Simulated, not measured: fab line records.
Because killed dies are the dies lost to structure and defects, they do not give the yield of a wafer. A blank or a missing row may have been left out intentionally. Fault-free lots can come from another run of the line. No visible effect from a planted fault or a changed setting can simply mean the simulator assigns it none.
Which tool is to blame? / flow berkeley cmos170 / at 1 step of a route of 331, 7 lots with 21 wafers sampled

== WHAT THE GAUGES READ, wafer by wafer ==
UCB170_START_BOW_MEAS_00.
lot=L526; measured=day 1 20:00; on=film metro-02; INCOMING_BOW (um)=-6 -1 -1
lot=L528; measured=day 2 06:00; on=film metro-02; INCOMING_BOW (um)=-5 -5 -7
lot=L530; measured=day 2 16:00; on=film metro-01; INCOMING_BOW (um)=10 -3 -8
lot=L537; measured=day 4 03:01; on=film metro-01; INCOMING_BOW (um)=0 8 2
lot=L540; measured=day 4 18:04; on=film metro-03; INCOMING_BOW (um)=5 1 -10
lot=L544; measured=day 5 14:01; on=film metro-02; INCOMING_BOW (um)=1 -5 0
lot=L546; measured=day 6 00:00; on=film metro-01; INCOMING_BOW (um)=0 3 18

== EACH LOT AND THE TOOL THAT RAN IT (in order: tool; ch and the chambers of the sampled wafers; start) ==
No process step before these readings appears in the record.

== THE ANSWER, worked out from the rows above alone ==
Rule: the lots themselves supply what counts as usual. Put in order of their means at a reading, lots are off if they are a third of the lots or fewer, leave a main group of 4 or more, and stand apart from it by a gap of 3 or more times the standard deviation of the main group's means; of several such gaps the widest counts. The tables above print the reading to a certain number of digits; a main group whose means all agree to those digits is not used. Also off: a lot with no number at a reading for which 4 or more lots have one. Where the step has rows for the other lots, those lots are counted as sound.
No lot is off on any of the readings shown, so nothing can be concluded from this.

== WHAT THE SIMULATOR HAD INSERTED ==
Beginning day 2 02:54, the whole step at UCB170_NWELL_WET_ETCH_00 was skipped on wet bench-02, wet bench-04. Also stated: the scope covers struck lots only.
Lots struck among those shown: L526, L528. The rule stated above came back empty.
